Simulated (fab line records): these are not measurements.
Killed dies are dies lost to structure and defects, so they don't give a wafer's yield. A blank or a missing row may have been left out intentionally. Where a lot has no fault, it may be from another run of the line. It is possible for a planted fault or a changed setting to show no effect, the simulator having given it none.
Which of the tools did it? | flow rit-cmos | 21 wafers sampled from 7 lots at 1 step of a route of 202

== WHAT THE GAUGES READ, wafer by wafer ==
RIT_GATE_THK_MEAS_09.
lot  | measured    | on            | GATE_POLY_THK (nm)
L185 | day 2 23:17 | film-metro-01 | 255.3 252.4 253.2
L187 | day 3 13:46 | film-metro-04 | 253.2 251.9 251.2
L189 | day 3 18:49 | film-metro-04 | 245.3 246.0 245.6
L191 | day 4 08:08 | film-metro-02 | 249.7 247.7 248.6
L198 | day 6 01:40 | film-metro-04 | 249.6 249.4 249.8
L200 | day 6 16:14 | film-metro-04 | 249.6 250.0 249.5
L206 | day 7 13:57 | film-metro-04 | 249.4 250.6 252.9

== WHICH TOOL RAN EACH LOT (tool, then ch and the chambers of the sampled wafers, then the start) ==
No process step before these readings appears in the record.

== THE ANSWER, worked out from the rows above alone ==
Rule: what is usual is taken from the lots themselves. The widest of any qualifying gaps counts: lots, ordered by their means at a reading, are off when they make up no more than a third of the lots, leave a main group of 4 or more, and stand apart from it by 3 or more times the standard deviation of that group's means. A main group whose means are all the same, to the digits that the tables above print for the reading, isn't used. Also off: a lot with no number at a reading for which 4 or more lots have one. Where the step has rows for the other lots, those lots are counted as sound.
Nothing can be told from this: no lot is off at any reading shown.

== WHAT THE SIMULATOR HAD PUT IN ==
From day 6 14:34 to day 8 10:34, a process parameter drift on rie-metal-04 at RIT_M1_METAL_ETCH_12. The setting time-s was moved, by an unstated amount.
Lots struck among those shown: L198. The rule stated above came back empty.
